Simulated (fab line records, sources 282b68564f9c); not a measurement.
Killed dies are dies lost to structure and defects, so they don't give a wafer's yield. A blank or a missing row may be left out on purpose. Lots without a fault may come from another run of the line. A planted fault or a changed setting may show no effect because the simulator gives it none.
Which tool did it? | flow rit_cmos | 14 lots, 42 wafers sampled, at 3 steps of a route of 202

WHAT THE GAUGES READ, wafer by wafer
RIT_CONTACT_OVL_MEAS_09. Usual: CONTACT_OVL -1.1 nm, standard deviation 1.4.
lot  | measured    | on         | CONTACT_OVL (nm) | flag
L973 | day 4 02:10 | overlay-02 | 0.3 -1.2 0.5     |
L974 | day 4 08:14 | overlay-01 | 0.8 1.0 -1.7     |
L976 | day 4 16:02 | overlay-02 | 0.6 -0.9 -1.7    |
L977 | day 4 21:10 | overlay-02 | -1.0 -0.7 -1.7   |
L978 | day 5 04:31 | overlay-01 | 2.7 -0.8 -1.1    |
L979 | day 5 09:38 | overlay-02 | -1.6 -2.4 -2.7   |
L980 | day 5 16:14 | overlay-02 | -2.1 -0.9 -2.5   |
L981 | day 5 18:39 | overlay-01 | -0.2 -0.3 1.1    |
L982 | day 5 21:14 | overlay-02 | 0.7 -1.3 0.9     |
L983 | day 6 03:53 | overlay-02 | -3.7 -2.5 -2.4   |
L985 | day 6 18:34 | overlay-01 | -1.0 -1.0 -0.6   |
L986 | day 7 02:52 | overlay-01 | -1.8 -1.1 -0.9   |
L991 | day 8 08:29 | overlay-02 | -0.2 0.6 -1.4    |
L993 | day 8 21:28 | overlay-01 | -0.3 -0.8 0.7    |

WHICH TOOL RAN EACH LOT (tool, then ch and the chambers of the sampled wafers, then the start)
lot  | RIT_PWELL_COAT_01                | RIT_PSD_STRIP_09
L973 | litho_track-03 ch 0, day 2 14:12 | plasma_asher-04 ch 0,1, day 3 23:13
L974 | litho_track-01 ch 0, day 2 18:01 | plasma_asher-04 ch 0,1, day 4 05:22
L976 | litho_track-03 ch 0, day 3 05:10 | plasma_asher-03 ch 0,1, day 4 13:04
L977 | litho_track-04 ch 0, day 3 09:59 | plasma_asher-03 ch 0,1, day 4 18:11
L978 | litho_track-03 ch 0, day 3 19:17 | plasma_asher-04 ch 0,1, day 5 01:32
L979 | litho_track-03 ch 0, day 3 22:12 | plasma_asher-04 ch 0,1, day 5 06:44
L980 | litho_track-03 ch 0, day 4 02:49 | plasma_asher-04 ch 1, day 5 13:14
L981 | litho_track-04 ch 0, day 4 06:31 | plasma_asher-04 ch 0,1, day 5 15:50
L982 | litho_track-03 ch 0, day 4 11:55 | plasma_asher-04 ch 0,1, day 5 18:13
L983 | litho_track-03 ch 0, day 4 16:11 | plasma_asher-04 ch 0,1, day 6 00:50
L985 | litho_track-01 ch 0, day 5 05:57 | plasma_asher-03 ch 0,1, day 6 15:34
L986 | litho_track-04 ch 0, day 5 08:37 | plasma_asher-03 ch 0,1, day 6 23:57
L991 | litho_track-01 ch 0, day 6 14:58 | plasma_asher-03 ch 0,1, day 8 05:37
L993 | litho_track-01 ch 0, day 7 05:11 | plasma_asher-04 ch 0,1, day 8 18:28
- RIT_PWELL_COAT_01: resist thk 1300 nm.
- RIT_PSD_STRIP_09: strips in O2, time 180 s.

WHAT THE TOOLS THEMSELVES READ (means of the sampled wafers that have a number; where no wafer has one, the mark that the record gives instead)
RIT_PWELL_COAT_01. Usual: spin_speed_rpm 2000.2 rpm, standard deviation 1.3.
lot  | tool           | spin_speed_rpm (rpm) | flag
L973 | litho_track-03 | 2000.3               |
L974 | litho_track-01 | 2001.4               |
L976 | litho_track-03 | 1999.1               |
L977 | litho_track-04 | 2000.1               |
L978 | litho_track-03 | 1999.4               |
L979 | litho_track-03 | 2001.6               |
L980 | litho_track-03 | 2001.2               |
L981 | litho_track-04 | 1999.3               |
L982 | litho_track-03 | 1999.2               |
L983 | litho_track-03 | 1998.3               |
L985 | litho_track-01 | 2000.1               |
L986 | litho_track-04 | 2000.0               |
L991 | litho_track-01 | 1378.7               | OFF
L993 | litho_track-01 | 1379.5               | OFF

RIT_PSD_STRIP_09. Usual: drypump_motor_current_A 5.7 A, standard deviation 0.46.
lot  | tool            | drypump_motor_current_A (A) | flag
L973 | plasma_asher-04 | 5.6                         |
L974 | plasma_asher-04 | 5.9                         |
L976 | plasma_asher-03 | 5.8                         |
L977 | plasma_asher-03 | 5.9                         |
L978 | plasma_asher-04 | 5.9                         |
L979 | plasma_asher-04 | 5.9                         |
L980 | plasma_asher-04 | 6.1                         |
L981 | plasma_asher-04 | 5.9                         |
L982 | plasma_asher-04 | 5.6                         |
L983 | plasma_asher-04 | 5.9                         |
L985 | plasma_asher-03 | 5.9                         |
L986 | plasma_asher-03 | 5.9                         |
L991 | plasma_asher-03 | 5.9                         |
L993 | plasma_asher-04 | 5.9                         |

THE ANSWER, worked out from the rows above alone
Rule: a lot is off if the mean of its wafers that have a number lies more than 3 standard deviations from the usual mean. A lot without any number at a reading at which 4 lots or more have one is off too. The other lots that the step has rows for count as sound. The gauges are gone through in route order, then the tools' own readings, and for those a lot's mean is taken as printed above. The first step at which some lot is off is used, and at that step the reading that is off furthest; a lot without a number counts as furthest.
Off: L991, L993, at RIT_PWELL_COAT_01 (spin_speed_rpm).
A tool fits if, at that step or a process step before it, it ran every lot that is off, and no sound lot after the first of them. One fits: litho_track-01 at RIT_PWELL_COAT_01. Its last sound lot is L985 (day 5 05:57), its first lot that is off L991 (day 6 14:58): a fault that began between those two fits.
The tool's own readings at RIT_PWELL_COAT_01 bear it out: on the lots that are off they differ by more than 5 times the standard deviation of the sound lots' means. spin_speed_rpm reads 1379.1 rpm there against 2000.0 rpm on the sound lots.

WHAT THE SIMULATOR HAD PUT IN
Process parameter drift: litho_track-01, from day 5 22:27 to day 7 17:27, at RIT_PWELL_COAT_01. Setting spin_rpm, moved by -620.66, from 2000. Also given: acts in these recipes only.
Lots struck among those shown: L991, L993. The rule above found the same.
